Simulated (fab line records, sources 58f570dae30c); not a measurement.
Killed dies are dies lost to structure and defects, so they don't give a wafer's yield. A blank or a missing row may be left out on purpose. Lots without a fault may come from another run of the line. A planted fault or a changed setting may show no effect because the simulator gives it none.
fab line records | flow berkeley_cmos170
record lots=5 wafers=23
route steps=331 shown V2@301 M3@327
start_h: hours from the record's first day to the start of the lot's first wafer shown | wait_h: hours since the lot's step before | " the same as in the row above | L1.1+2: a row that stands for several wafers | - no value, or no start given | * or withheld: withheld | < > ~ a bound
route shown NAME@n: a module of which the file shows steps, and the number in the route of the first | usual: mean/standard deviation of fault-free wafers | same: alike in all rows | chamber/n: place in a boat | sites: the reading at each site | _std_site: their standard deviation | _edge_site: outer sites' mean less inner sites' | radius_mm: how far each site lies from the wafer's centre | mask NAME#n: copy n | behind: the tool/chamber that last shaped the wafer | hold: why the lot was held/for how many hours/how that ended | device: the transistor (n, p or np) that didn't switch | end of line: the same wafers' tests at the end of the route | a step without rows: its recipe alone | killed: dies lost to structure and defects at the first sort, not the wafer's yield | map: a wafer's dies, x killed, . not, _ none there
set.NAME: the setting as run; set.NAME@STEP: as run at that earlier step | model.NAME: the simulator's own value behind a step, which no gauge read
lots whose settings were changed on purpose; a table a step, a row a wafer
## steps
# step UCB170_V2_EXPOSE_09
# recipe mask_id=VIA2 target_cd_nm=700 na=0.5 sigma_outer=0.6 source_shape=conventional dose_mj=37
# columns lot.wafer tool chamber start_h wait_h mask set.dose_mj
L077.1+2 krf_scanner-01 0 206.19 0.2 VIA2#0 36.18
L077.4+5+6 " 0 " " VIA2#0 37
L075.1+3+6 krf_scanner-02 0 206.43 0.4 VIA2#0 37
L082.1+2+3+5+6 krf_scanner-01 0 225.10 0.1 VIA2#0 37
L080.1+6 krf_scanner-01 0 230.66 0.1 VIA2#0 37
L080.3+4+5 " 0 " " VIA2#0 36.01
L084.1+4+6 krf_scanner-02 0 231.74 0.1 VIA2#0 37
L084.2+5 " 0 " " VIA2#0 35.86
# step UCB170_V2_PEB_10
# recipe peb_temp_c=130 peb_time_s=withheld resist=KrF
# step UCB170_V2_DEVELOP_11
# recipe developer=TMAH develop_time_s=45 resist=KrF dev_temp_c=21
# step UCB170_V2_CD_MEAS_12
# recipe target_cd_nm=700
# usual cd_nm=700.3/1.4
# columns lot.wafer tool chamber start_h wait_h set.dose_mj@V2_EXPOSE_09 cd_nm
L077.1 cd_sem-02 - 206.58 - 36.18 694.5
L077.2 " - " " 36.18 694.7
L077.4 " - " " 37 698.1
L077.5 " - " " 37 697.1
L077.6 " - " " 37 698.9
L075.1 cd_sem-01 - 206.86 - 37 700.3
L075.3 " - " " 37 699.7
L075.6 " - " " 37 701.5
L082.1 cd_sem-01 - 225.83 - 37 700.2
L082.2 " - " " 37 698.4
L082.3 " - " " 37 699.7
L082.5 " - " " 37 699.0
L082.6 " - " " 37 697.7
L080.1 cd_sem-02 - 231.05 - 37 701.2
L080.3 " - " " 36.01 697.8
L080.4 " - " " 36.01 697.1
L080.5 " - " " 36.01 695.9
L080.6 " - " " 37 702.0
L084.1 cd_sem-02 - 232.26 - 37 701.7
L084.2 " - " " 35.86 696.3
L084.4 " - " " 37 701.6
L084.5 " - " " 35.86 697.7
L084.6 " - " " 37 702.6
# step UCB170_V2_ETCH_14
# recipe chemistry=CHF3/CF4/Ar target=SiO2 stop_on=Al CHF3_flow_sccm=45 cf4_flow_sccm=15 Ar_flow_sccm=150 pressure_mtorr=200 rf_w=700 target_depth_a=12500 over_etch_frac=0.25 time_s=291
# columns lot.wafer tool chamber start_h wait_h set.time_s set.dose_mj@V2_EXPOSE_09 model.KrF_of_V2_COAT_07.thk_nm model.V2.cd_nm
L077.1 rie_diel-03 3 206.74 0.0 291 36.18 601.7 693.8
L077.2 " 0 " " 268.4 36.18 630.8 693.6
L077.4 " 0 " " 268.4 37 630.3 697.3
L077.5 " 3 " " 291 37 606.1 696.7
L077.6 " 2 " " 268.4 37 625.7 698.6
L075.1 rie_diel-02 3 207.01 0.0 291 37 613.2 701.1
L075.3 " 0 " " 291 37 611.1 700.3
L075.6 " 2 " " 291 37 614.4 701.6
L082.1 rie_diel-01 3 225.98 0.0 274.3 37 632.3 699.3
L082.2 " 0 " " 291 37 613.1 698.5
L082.3 " 1 " " 291 37 610.6 698.9
L082.5 " 2 " " 274.3 37 622.4 697.4
L082.6 " 1 " " 291 37 611 697.5
L080.1 rie_diel-01 1 231.21 0.0 291 37 614.8 700.5
L080.3 " 0 " " 291 36.01 613.6 697.3
L080.4 " 2 " " 291 36.01 603.4 695.8
L080.5 " 0 " " 269.1 36.01 637.5 695.1
L080.6 " 3 " " 269.1 37 634.9 701.8
L084.1 rie_diel-01 3 232.42 0.0 291 37 613.9 702
L084.2 " 1 " " 306.7 35.86 599.5 696.1
L084.4 " 2 " " 306.7 37 593.5 701.1
L084.5 " 0 " " 291 35.86 613.7 697.6
L084.6 " 1 " " 306.7 37 599.4 702.5
# step UCB170_V2_STRIP_15
# recipe chemistry=O2 power_w=400 pressure_mtorr=3500 platen_temp_c=withheld o2_flow_sccm=400 overash_fraction=0.5
# usual strip_time_to_endpoint_s=15.33/0.13
# columns lot.wafer tool chamber start_h wait_h set.time_s@V2_ETCH_14 strip_time_to_endpoint_s
L077.1 plasma_asher-03 0 206.92 0.1 291 15.13
L077.2 " 1 " " 268.4 15.80
L077.4 " 0 " " 268.4 15.79
L077.5 " 1 " " 291 15.21
L077.6 " 0 " " 268.4 15.69
L075.1 plasma_asher-01 1 207.19 0.1 291 15.39
L075.3 " 0 " " 291 15.33
L075.6 " 1 " " 291 15.42
L082.1 plasma_asher-03 0 226.16 0.1 274.3 15.82
L082.2 " 1 " " 291 15.39
L082.3 " 0 " " 291 15.32
L082.5 " 1 " " 274.3 15.60
L082.6 " 0 " " 291 15.34
L080.1 plasma_asher-04 0 231.38 0.1 291 15.43
L080.3 " 0 " " 291 15.39
L080.4 " 1 " " 291 15.15
L080.5 " 1 " " 269.1 15.89
L080.6 " 0 " " 269.1 15.82
L084.1 plasma_asher-04 0 232.60 0.1 291 15.41
L084.2 " 1 " " 306.7 15.07
L084.4 " 0 " " 306.7 14.93
L084.5 " 1 " " 291 15.40
L084.6 " 0 " " 306.7 15.06
# step UCB170_V2_CD_MEAS_90
# recipe target_cd_nm=700
# usual cd_nm=700.3/1.6
# columns lot.wafer tool chamber start_h wait_h set.dose_mj@V2_EXPOSE_09 cd_nm
L077.1 cd_sem-02 - 207.02 0.1 36.18 694.1
L077.2 " - " " 36.18 694.0
L077.4 " - " " 37 697.1
L077.5 " - " " 37 697.0
L077.6 " - " " 37 698.3
L075.1 cd_sem-02 - 207.29 0.1 37 701.1
L075.3 " - " " 37 700.1
L075.6 " - " " 37 701.5
L082.1 cd_sem-02 - 226.26 0.1 37 699.6
L082.2 " - " " 37 698.7
L082.3 " - " " 37 698.6
L082.5 " - " " 37 697.2
L082.6 " - " " 37 697.3
L080.1 cd_sem-01 - 231.48 0.1 37 700.5
L080.3 " - " " 36.01 697.3
L080.4 " - " " 36.01 696.0
L080.5 " - " " 36.01 695.1
L080.6 " - " " 37 701.9
L084.1 cd_sem-01 - 232.70 0.1 37 701.9
L084.2 " - " " 35.86 696.0
L084.4 " - " " 37 701.2
L084.5 " - " " 35.86 697.5
L084.6 " - " " 37 702.3
# step UCB170_M3_METAL_ETCH_18
# recipe chemistry=Cl2/BCl3 target=Al stop_on=SiO2 pressure_mtorr=12 target_depth_a=11700 over_etch_frac=0.3 time_s=195 icp_w=600 bias_w=120 Cl2_flow_sccm=90 bcl3_flow_sccm=45
# columns lot.wafer tool chamber start_h wait_h set.time_s model.KrF_of_M3_COAT_10.thk_nm model.M3.cd_nm model.SiO2_of_V2_CVD_00.thk_nm
L077.1 rie_metal-01 1 209.79 - 195 217.1 699.4 939
L077.2 " 0 " " 171.1 289.6 707.3 945.7
L077.4 " 0 " " 195 204.5 697.2 936.4
L077.5 " 0 " " 195 203.3 698.2 937
L077.6 " 1 " " 171.1 302.5 708.4 944.6
L075.1 rie_metal-04 0 210.34 - 195 221.3 705.7 937.3
L075.3 " 0 " " 195 228.4 706.4 937
L075.6 " 1 " " 195 212.3 703.8 937
L082.1 rie_metal-01 1 229.88 - 195 214.5 697.5 936.6
L082.2 " 0 " " 195 189.8 696.4 938.4
L082.3 " 0 " " 173.2 271.6 701.7 943.7
L082.5 " 0 " " 173.2 273.1 700.9 943.8
L082.6 " 1 " " 173.2 284.2 706.1 943.8
L080.1 rie_metal-01 0 234.99 - 223.9 90.94 694.9 927.7
L080.3 " 1 " " 195 212.1 699.4 938.5
L080.4 " 0 " " 195 197.1 699.6 936.3
L080.5 " 1 " " 223.9 111.3 689.6 927.7
L080.6 " 0 " " 223.9 96.05 691.4 925.1
L084.1 rie_metal-02 0 235.95 - 195 213 699.5 938.1
L084.2 " 1 " " 195 248.1 699.9 942
L084.4 " 1 " " 195 251.2 699.3 942.3
L084.5 " 0 " " 195 212.9 701.1 938.5
L084.6 " 1 " " 195 247.2 701.4 942.8
# step UCB170_M3_STRIP_19
# recipe chemistry=O2 power_w=400 pressure_mtorr=3500 platen_temp_c=withheld o2_flow_sccm=400 overash_fraction=0.5
# usual oes_product_au=0.547/0.016
# columns lot.wafer tool chamber start_h wait_h set.time_s@M3_METAL_ETCH_18 oes_product_au
L077.1 plasma_asher-01 1 209.98 0.1 195 0.549
L077.2 " 0 " " 171.1 0.624
L077.4 " 0 " " 195 0.538
L077.5 " 1 " " 195 0.543
L077.6 " 0 " " 171.1 0.634
L075.1 plasma_asher-04 0 210.52 0.1 195 0.554
L075.3 " 1 " " 195 0.552
L075.6 " 0 " " 195 0.537
L082.1 plasma_asher-04 1 230.06 0.1 195 0.537
L082.2 " 0 " " 195 0.518
L082.3 " 0 " " 173.2 0.601
L082.5 " 0 " " 173.2 0.603
L082.6 " 1 " " 173.2 0.616
L080.1 plasma_asher-04 1 235.18 0.1 223.9 0.416
L080.3 " 0 " " 195 0.538
L080.4 " 1 " " 195 0.528
L080.5 " 0 " " 223.9 0.442
L080.6 " 1 " " 223.9 0.429
L084.1 plasma_asher-04 1 236.13 0.1 195 0.545
L084.2 " 0 " " 195 0.580
L084.4 " 1 " " 195 0.586
L084.5 " 1 " " 195 0.543
L084.6 " 0 " " 195 0.582
# step UCB170_M3_CD_MEAS_90
# recipe target_cd_nm=700
# usual cd_nm=701/3.3
# columns lot.wafer tool chamber start_h wait_h set.time_s@M3_METAL_ETCH_18 cd_nm
L077.1 cd_sem-01 - 210.08 0.1 195 699
L077.2 " - " " 171.1 708
L077.4 " - " " 195 697
L077.5 " - " " 195 698
L077.6 " - " " 171.1 709
L075.1 cd_sem-02 - 210.66 0.1 195 706
L075.3 " - " " 195 706
L075.6 " - " " 195 704
L082.1 cd_sem-02 - 230.16 0.1 195 697
L082.2 " - " " 195 696
L082.3 " - " " 173.2 702
L082.5 " - " " 173.2 701
L082.6 " - " " 173.2 706
L080.1 cd_sem-02 - 235.28 0.1 223.9 695
L080.3 " - " " 195 699
L080.4 " - " " 195 699
L080.5 " - " " 223.9 690
L080.6 " - " " 223.9 692
L084.1 cd_sem-02 - 236.23 0.1 195 700
L084.2 " - " " 195 700
L084.4 " - " " 195 700
L084.5 " - " " 195 701
L084.6 " - " " 195 701
## key
split step=UCB170_V2_EXPOSE_09 setting=dose_mj stated=37 by=wafer
response step=UCB170_V2_CD_MEAS_12 reading=cd_nm change=+1.63 per=1% r=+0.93
response step=UCB170_V2_ETCH_14 reading=model.V2.cd_nm change=+1.73 per=1% r=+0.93
response step=UCB170_V2_CD_MEAS_90 reading=cd_nm change=+1.71 per=1% r=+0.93
split step=UCB170_V2_ETCH_14 setting=time_s stated=291 by=wafer
response step=UCB170_V2_ETCH_14 reading=model.KrF_of_V2_COAT_07.thk_nm change=-3.16 per=1% r=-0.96
response step=UCB170_V2_STRIP_15 reading=strip_time_to_endpoint_s change=* per=1% r=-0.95
split step=UCB170_M3_METAL_ETCH_18 setting=time_s stated=195 by=wafer
response step=UCB170_M3_METAL_ETCH_18 reading=model.KrF_of_M3_COAT_10.thk_nm change=-7 per=1% r=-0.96
response step=UCB170_M3_METAL_ETCH_18 reading=model.M3.cd_nm change=-0.598 per=1% r=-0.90
response step=UCB170_M3_METAL_ETCH_18 reading=model.SiO2_of_V2_CVD_00.thk_nm change=-0.648 per=1% r=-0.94
response step=UCB170_M3_STRIP_19 reading=oes_product_au change=-0.00702 per=1% r=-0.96
response step=UCB170_M3_CD_MEAS_90 reading=cd_nm change=-0.599 per=1% r=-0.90
